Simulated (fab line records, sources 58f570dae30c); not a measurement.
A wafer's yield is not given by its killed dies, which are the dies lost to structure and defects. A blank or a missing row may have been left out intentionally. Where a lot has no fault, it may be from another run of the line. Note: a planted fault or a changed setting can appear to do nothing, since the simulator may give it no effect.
fab line records | flow berkeleyCmos170
record lots=15 | wafers=45 | lastDay=11
route steps=331 shown CONTACT@235 V1@265 M3@326
lots that met no fault: taken from a fault-free run of the same line
startH: start of the lot's first displayed wafer, in hours after the record's first day | waitH: hours since the lot's step before | " as in the row above | L1.1+2: several wafers, shown together as one row | - no value, or no start given | * or withheld: withheld | < > ~ a bound
route shown NAME@n: NAME is a module with steps in the file, n the number in the route of the first one | usual: average and standard deviation across the fault-free wafers | same: alike in all rows | chamber/n: place in a boat | sites: the reading at each site | _std_site: standard deviation across them | _edge_site: outer sites' mean less inner sites' | radiusMm: for every site, how far away it sits from the centre of the wafer | mask NAME#n: copy n | behind: the most recent tool/chamber to have shaped the wafer | hold: why the lot was held/for how many hours/how that ended | device: the n, p or np transistor that did not switch | end of line: tests of these same wafers at the route's end | where a step has no rows: the recipe by itself | killed: dies that structure and defects cost at the first sort, which is not the same as the wafer's yield | map: the dies of a wafer, with x for killed, . for not killed, _ for no die there
set.NAME: the setting as run; set.NAME@STEP: as run at that earlier step | model.NAME: the simulator's own value behind a step, which no gauge read
steps of the route over a sample of lots; a table a step, a row a wafer
services: when a tool's chamber went out of use (startH, in hours from the record's first day, below 0 if earlier), for how many hours, and the reason
## steps
# step UCB170_CONTACT_STRIP_19
# recipe chemistry=O2 | powerW=400 | pressureMtorr=3500 | platenTempC=withheld | o2FlowSccm=400 | overashFraction=0.5
# usual drypumpMotorCurrentA=5.7/0.48 | oesProductAu=0.725/0.0049
# same overashFraction=0.5
lot.wafer | tool           | chamber | startH | waitH | drypumpMotorCurrentA | oesProductAu | rfHoursCounterH
L900.1    | plasmaAsher-02 | 0       | 157.32 | -     | 5.2                  | 0.721        | 3
L900.4    | "              | 0       | "      | "     | 5.2                  | 0.715        | -
L900.6    | "              | 1       | "      | "     | 5.8                  | 0.724        | -
L904.3    | plasmaAsher-01 | 0       | 158.63 | -     | 5.0                  | 0.738        | -
L904.4    | "              | 1       | "      | "     | 6.3                  | 0.728        | -
L904.6    | "              | 0       | "      | "     | 5.0                  | 0.721        | -
L905.2    | plasmaAsher-02 | 0       | 170.53 | -     | 5.2                  | 0.719        | 5
L905.4    | "              | 1       | "      | "     | 5.8                  | 0.718        | -
L905.6    | "              | 1       | "      | "     | 5.8                  | 0.726        | -
L908.1    | plasmaAsher-01 | 0       | 193.03 | -     | 4.9                  | 0.724        | 39
L908.5    | "              | 0       | "      | "     | 4.9                  | 0.724        | -
L908.6    | "              | 1       | "      | "     | 6.4                  | 0.731        | -
L909.3    | plasmaAsher-01 | 1       | 198.19 | -     | 6.4                  | 0.728        | -
L909.4    | "              | 0       | "      | "     | 5.0                  | 0.729        | -
L909.6    | "              | 0       | "      | "     | 5.0                  | 0.726        | -
L910.2    | plasmaAsher-02 | 0       | 202.01 | -     | 5.2                  | 0.720        | 8
L910.3    | "              | 0       | "      | "     | 5.2                  | 0.718        | -
L910.4    | "              | 1       | "      | "     | 5.8                  | 0.720        | -
L912.1    | plasmaAsher-01 | 0       | 210.75 | -     | 5.0                  | 0.726        | 41
L912.2    | "              | 1       | "      | "     | 6.4                  | 0.718        | 41
L912.6    | "              | 1       | "      | "     | 6.4                  | 0.724        | -
L911.2    | plasmaAsher-03 | 0       | 211.06 | -     | 6.2                  | 0.715        | 54
L911.3    | "              | 0       | "      | "     | 6.2                  | 0.722        | -
L911.6    | "              | 0       | "      | "     | 6.2                  | 0.727        | -
L915.1    | plasmaAsher-02 | 0       | 224.23 | -     | 5.2                  | 0.727        | 11
L915.4    | "              | 1       | "      | "     | 5.8                  | 0.720        | -
L915.5    | "              | 1       | "      | "     | 5.8                  | 0.731        | -
L916.2    | plasmaAsher-03 | 1       | 224.58 | -     | 5.9                  | 0.735        | 56
L916.5    | "              | 0       | "      | "     | 6.2                  | 0.719        | -
L916.6    | "              | 1       | "      | "     | 5.8                  | 0.721        | -
L917.1    | plasmaAsher-02 | 1       | 224.60 | -     | 5.8                  | 0.737        | 11
L917.3    | "              | 1       | "      | "     | 5.8                  | 0.723        | -
L917.6    | "              | 1       | "      | "     | 5.8                  | 0.718        | -
L914.2    | plasmaAsher-03 | 0       | 225.23 | -     | 6.2                  | 0.716        | 56
L914.5    | "              | 0       | "      | "     | 6.2                  | 0.722        | -
L914.6    | "              | 1       | "      | "     | 5.8                  | 0.731        | -
L921.2    | plasmaAsher-01 | 0       | 244.13 | -     | 5.0                  | 0.730        | 46
L921.3    | "              | 1       | "      | "     | 6.3                  | 0.724        | -
L921.5    | "              | 0       | "      | "     | 4.9                  | 0.731        | -
L923.1    | plasmaAsher-01 | 0       | 246.59 | -     | 5.0                  | 0.726        | 46
L923.3    | "              | 0       | "      | "     | 5.0                  | 0.725        | -
L923.4    | "              | 1       | "      | "     | 6.3                  | 0.713        | -
L922.1    | plasmaAsher-01 | 0       | 248.58 | -     | 4.9                  | 0.734        | 46
L922.2    | "              | 1       | "      | "     | 6.3                  | 0.719        | 46
L922.6    | "              | 0       | "      | "     | 5.0                  | 0.731        | -
# step UCB170_V1_DEVELOP_11
# recipe developer=TMAH | developTimeS=45 | resist=KrF | devTempC=21
# usual chillPlateTempC=23.02/0.1 | developTimeS=45/0
lot.wafer | tool          | chamber | startH | waitH | chillPlateTempC | developTimeS
L900.1    | lithoTrack-03 | 0       | 170    | -     | 22.85           | 45
L900.4    | "             | 0       | "      | "     | 22.90           | 45
L900.6    | "             | 0       | "      | "     | 22.85           | 45
L904.3    | lithoTrack-01 | 0       | 170    | -     | 22.92           | 45
L904.4    | "             | 0       | "      | "     | 23.00           | 45
L904.6    | "             | 0       | "      | "     | 23.02           | 45
L905.2    | lithoTrack-02 | 0       | 180    | -     | 23.01           | 45
L905.4    | "             | 0       | "      | "     | 22.91           | 45
L905.6    | "             | 0       | "      | "     | 22.98           | 45
L908.1    | lithoTrack-02 | 0       | 200    | -     | 22.75           | 45
L908.5    | "             | 0       | "      | "     | 23.00           | 45
L908.6    | "             | 0       | "      | "     | 22.89           | 45
L909.3    | lithoTrack-03 | 0       | 206    | -     | 23.06           | 45
L909.4    | "             | 0       | "      | "     | 22.95           | 45
L909.6    | "             | 0       | "      | "     | 23.00           | 45
L910.2    | lithoTrack-01 | 0       | 212    | -     | 23.05           | 45
L910.3    | "             | 0       | "      | "     | 23.10           | 45
L910.4    | "             | 0       | "      | "     | 23.22           | 45
L911.2    | lithoTrack-02 | 0       | 218    | -     | 23.13           | 45
L911.3    | "             | 0       | "      | "     | 23.19           | 45
L911.6    | "             | 0       | "      | "     | 23.10           | 45
L912.1    | lithoTrack-03 | 0       | 218    | -     | 23.17           | 45
L912.2    | "             | 0       | "      | "     | 23.25           | 45
L912.6    | "             | 0       | 219    | -     | 23.07           | 45
L916.2    | lithoTrack-03 | -       | 232    | -     | -               | -
L916.5    | "             | -       | 233    | -     | -               | -
L916.6    | "             | -       | "      | "     | -               | -
L917.1    | lithoTrack-02 | -       | 233    | -     | -               | -
L917.3    | "             | -       | "      | "     | -               | -
L917.6    | "             | -       | "      | "     | -               | -
L915.1    | lithoTrack-03 | -       | 233    | -     | -               | -
L915.4    | "             | -       | "      | "     | -               | -
L915.5    | "             | -       | "      | "     | -               | -
L914.2    | lithoTrack-01 | 0       | 233    | -     | 23.01           | 45
L914.5    | "             | 0       | "      | "     | 23.09           | 45
L914.6    | "             | 0       | "      | "     | 22.98           | 45
L921.2    | lithoTrack-03 | 0       | 255    | -     | 23.05           | 45
L921.3    | "             | 0       | "      | "     | 23.01           | 45
L921.5    | "             | 0       | "      | "     | 22.98           | 45
L922.1    | lithoTrack-02 | 0       | 256    | -     | 22.97           | 45
L922.2    | "             | 0       | "      | "     | 23.09           | 45
L922.6    | "             | 0       | "      | "     | 23.08           | 45
L923.1    | lithoTrack-03 | 0       | 256    | -     | 22.82           | 45
L923.3    | "             | 0       | "      | "     | 22.98           | 45
L923.4    | "             | 0       | "      | "     | 22.99           | 45
# step UCB170_M3_ETCH_17
# recipe chemistry=N2/H2 | targetDepthA=withheld | overetchA=withheld | target=BARC | timeS=withheld | sourceW=500 | biasW=100 | pressureMtorr=30 | n2FlowSccm=100 | h2FlowSccm=200
# usual drypumpMotorCurrentA=5.5/0.48 | oesProductAu=0.999/0.017 | throttleValvePct=13.37/0.2
lot.wafer | tool       | chamber | startH | waitH | drypumpMotorCurrentA | oesProductAu | throttleValvePct
L900.1    | rieDiel-04 | 0       | 178.62 | 0.0   | 5.6                  | 1.001        | 13.59
L900.4    | "          | 1       | "      | "     | 5.9                  | 0.994        | 13.49
L900.6    | "          | 2       | "      | "     | 5.4                  | 1.001        | 13.03
L904.3    | rieDiel-02 | 3       | 178.89 | 0.0   | 6.2                  | 0.985        | 13.70
L904.4    | "          | 1       | "      | "     | 4.7                  | 1.014        | 13.48
L904.6    | "          | 1       | "      | "     | 4.7                  | 1.016        | 13.47
L905.2    | rieDiel-02 | 1       | 189.29 | 0.0   | 4.7                  | 1.008        | 13.49
L905.4    | "          | 0       | "      | "     | 6.1                  | 1.000        | 13.41
L905.6    | "          | 3       | "      | "     | 6.2                  | 0.985        | 13.70
L908.1    | rieDiel-02 | 1       | 211.83 | 0.0   | 4.7                  | 1.019        | 13.48
L908.5    | "          | 3       | "      | "     | 6.2                  | 0.990        | 13.70
L908.6    | "          | 2       | "      | "     | 5.2                  | 1.011        | 13.11
L909.3    | rieDiel-01 | 1       | 216.34 | 0.0   | 5.0                  | 0.985        | 13.43
L909.4    | "          | 2       | "      | "     | 5.1                  | 1.030        | 13.45
L909.6    | "          | 2       | "      | "     | 5.0                  | 1.032        | 13.44
L910.2    | rieDiel-02 | 1       | 221.69 | 0.0   | 4.7                  | 1.022        | 13.48
L910.3    | "          | 0       | "      | "     | 6.1                  | 1.006        | 13.40
L910.4    | "          | 3       | "      | "     | 6.2                  | 0.982        | 13.68
L911.2    | rieDiel-01 | 2       | 229.32 | 0.0   | 5.1                  | 1.025        | 13.44
L911.3    | "          | 0       | "      | "     | 5.9                  | 0.961        | 13.22
L911.6    | "          | 3       | "      | "     | 5.5                  | 1.007        | 13.11
L912.1    | rieDiel-04 | 0       | 229.51 | 0.0   | 5.6                  | 0.991        | 13.60
L912.2    | "          | 3       | "      | "     | 5.2                  | 1.003        | 13.25
L912.6    | "          | 0       | "      | "     | 5.6                  | 1.004        | 13.56
L914.2    | rieDiel-01 | 1       | 243.31 | 0.0   | 5.0                  | 0.976        | 13.44
L914.5    | "          | 1       | "      | "     | 5.0                  | 0.974        | 13.43
L914.6    | "          | 0       | "      | "     | 5.9                  | 0.957        | 13.22
L921.2    | rieDiel-04 | 1       | 265.94 | 0.0   | 5.8                  | 1.000        | 13.48
L921.3    | "          | 0       | "      | "     | 5.6                  | 0.995        | 13.59
L921.5    | "          | 3       | "      | "     | 5.2                  | 1.004        | 13.26
L922.1    | rieDiel-02 | 2       | 266.94 | 0.0   | 5.2                  | 1.008        | 13.13
L922.2    | "          | 1       | "      | "     | 4.7                  | 1.029        | 13.48
L922.6    | "          | 1       | "      | "     | 4.7                  | 1.023        | 13.49
L923.1    | rieDiel-04 | 2       | 267.05 | 0.0   | 5.4                  | 0.989        | 13.04
L923.3    | "          | 1       | "      | "     | 5.9                  | 1.005        | 13.48
L923.4    | "          | 0       | "      | "     | 5.6                  | 0.997        | 13.59
# step UCB170_M3_CD_MEAS_90
# recipe targetCdNm=700
# usual cdNm=701/3.6
lot.wafer | tool     | chamber | startH | waitH | cdNm
L900.1    | cdSem-01 | -       | 178.95 | 0.1   | 692
L900.4    | "        | -       | "      | "     | 697
L900.6    | "        | -       | "      | "     | 700
L904.3    | cdSem-02 | -       | 179.26 | 0.1   | 702
L904.4    | "        | -       | "      | "     | 702
L904.6    | "        | -       | "      | "     | 705
L905.2    | cdSem-02 | -       | 189.64 | 0.1   | 695
L905.4    | "        | -       | "      | "     | 701
L905.6    | "        | -       | "      | "     | 695
L908.1    | cdSem-02 | -       | 212.16 | 0.1   | 706
L908.5    | "        | -       | "      | "     | 706
L908.6    | "        | -       | "      | "     | 708
L909.3    | cdSem-01 | -       | 216.71 | 0.1   | 703
L909.4    | "        | -       | "      | "     | 700
L909.6    | "        | -       | "      | "     | 698
L910.2    | cdSem-01 | -       | 222.04 | 0.1   | 705
L910.3    | "        | -       | "      | "     | 704
L910.4    | "        | -       | "      | "     | 703
L911.2    | cdSem-02 | -       | 229.67 | 0.1   | 700
L911.3    | "        | -       | "      | "     | 697
L911.6    | "        | -       | "      | "     | 702
L912.1    | cdSem-01 | -       | 229.84 | 0.1   | 706
L912.2    | "        | -       | "      | "     | 700
L912.6    | "        | -       | "      | "     | 699
L914.2    | cdSem-01 | -       | 243.70 | 0.1   | 698
L914.5    | "        | -       | "      | "     | 699
L914.6    | "        | -       | "      | "     | 701
L921.2    | cdSem-01 | -       | 266.29 | 0.1   | 698
L921.3    | "        | -       | "      | "     | 700
L921.5    | "        | -       | "      | "     | 701
L922.1    | cdSem-02 | -       | 267.27 | 0.1   | 704
L922.2    | "        | -       | "      | "     | 701
L922.6    | "        | -       | "      | "     | 701
L923.1    | cdSem-01 | -       | 267.38 | 0.1   | 700
L923.3    | "        | -       | "      | "     | 698
L923.4    | "        | -       | "      | "     | 699
## services
tool           | chamber | startH | hours | kind
plasmaAsher-02 | -       | 205.12 | 2.1   | repair
rieDiel-04     | 3       | 214.29 | 6.5   | repair
rieDiel-02     | -       | 223.26 | 1.9   | repair
rieDiel-02     | 1       | 231.91 | 2.4   | repair
plasmaAsher-03 | -       | 247.57 | 6.7   | repair
## key
firstSign step=UCB170_V1_DEVELOP_11 | reading=toolRecord | direction=missing
effect none on later readings
metAt UCB170_V1_DEVELOP_11
struckLots L915,L916,L917
laterRowsLeftOut L915.1,L915.4,L915.5,L916.2,L916.5,L916.6,L917.1,L917.3,L917.6
sortLeftOut L915.1,L915.4,L915.5,L916.2,L916.5,L916.6,L917.1,L917.3,L917.6
notActingAt UCB170_CONTACT_STRIP_19,UCB170_M3_ETCH_17,UCB170_M3_CD_MEAS_90
onsetBetween 218 232
fault kind=skippedStepWhole | tool=lithoTrack-02,lithoTrack-03 | chamber=- | onsetH=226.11 | steps=UCB170_V1_DEVELOP_11 | scope=struckLotsOnly
# sortLeftOut: the simulated sort isn't trusted on such a fault, so these wafers' sort isn't shown, and their yield isn't known
# laterRowsLeftOut: the simulator's readings of these wafers behind a module that went badly wrong aren't trusted and aren't shown, but for the sort
